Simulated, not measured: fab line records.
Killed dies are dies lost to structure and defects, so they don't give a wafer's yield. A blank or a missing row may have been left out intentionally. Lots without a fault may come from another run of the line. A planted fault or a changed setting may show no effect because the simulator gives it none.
Comparing a struck lot with a sound one | flow ritCmos | 14 steps out of a route of 202
Sound: these wafers, L448.2, L448.3, L448.5. Wafers L468.1, L468.5, L468.6 were the ones struck. The cause is given at the end.
Per side, at each step with rows, come the tool, then ch with its chambers, and then its first start. Under that, the readings that differ: sound wafers | struck wafers | difference of the means | sigmas: that difference in standard deviations of wafers without a fault.
alike: a reading whose means differ by less than 2 such deviations, as well as words and numbers matching on both sides. not compared: withheld readings; readings where some wafer has no value; bounds like >300 that might hide an equal value; numbers whose values overlap and for which the record gives no deviation.
Wherever a step has rows on one side only, a row that says differs or no value, or a row with sigmas, the two part there. Numbers that have no deviation but don't overlap get no sigmas and don't part them. Lack of a reading on every wafer of one side parts them only where that side has two or more wafers.

first, 1 step without rows for these wafers: RIT_PWELL_DEVELOP_05 (develop time 68 s).
RIT_PWELL_OVL_MEAS_06:
  struck on overlay-01, day 6 07:57; sound on overlay-02, day 2 03:41
  alike: PWELL_OVL
then, 2 steps without rows for these wafers: RIT_PWELL_HARDBAKE_07 (time 120 s); RIT_PWELL_IMPLANT_08.
RIT_PWELL_STRIP_09: strips in O2, time 180 s.
  sound on plasmaAsher-01 ch 0,1, day 2 04:07; struck on plasmaAsher-03 ch 0,1, day 6 08:23
  alike: drypumpMotorCurrentA
  not compared: rfHoursCounterH
RIT_PWELL_TW_MEAS_10:
  struck on filmMetro-04, day 6 08:34; sound on filmMetro-03, day 2 04:18
  alike: PWELL_TW
then, 1 step without rows for these wafers: RIT_WELLDRIVE_ANNEAL_00 (time 14700 s).
RIT_WELLDRIVE_RS_MEAS_01: measures by four-point-probe.
  struck on filmMetro-04, day 6 15:39; sound on filmMetro-04, day 2 09:28
  alike: NWELL_RS
RIT_WELLDRIVE_RS_MEAS_02: measures by four-point-probe.
  struck on filmMetro-04, day 6 15:46; sound on filmMetro-04, day 2 09:35
  alike: PWELL_RS
then, 3 steps without rows for these wafers: RIT_NRETRO_HMDS_00 (prime time 60 s); RIT_NRETRO_COAT_01 (resist thk 1300 nm); RIT_NRETRO_SOFTBAKE_02 (time 60 s).
RIT_NRETRO_EXPOSE_03: exposes mask M4, target cd 43900 nm.
  struck on ilineStepper-01, day 6 16:40; sound on ilineStepper-02 ch 0, day 2 10:16
  no value came back on the struck wafers for exposureDoseMJCm2, focusOffsetNm (nm); on the sound wafers exposureDoseMJCm2 reads 249.80 249.92 249.92
  alike: mask
following that, these wafers have no rows for 1 step: RIT_NRETRO_PEB_04.

== WHERE THEY PART ==
At RIT_NRETRO_EXPOSE_03 and nowhere else, as far as this record goes.

WHY: the cause the simulator had injected
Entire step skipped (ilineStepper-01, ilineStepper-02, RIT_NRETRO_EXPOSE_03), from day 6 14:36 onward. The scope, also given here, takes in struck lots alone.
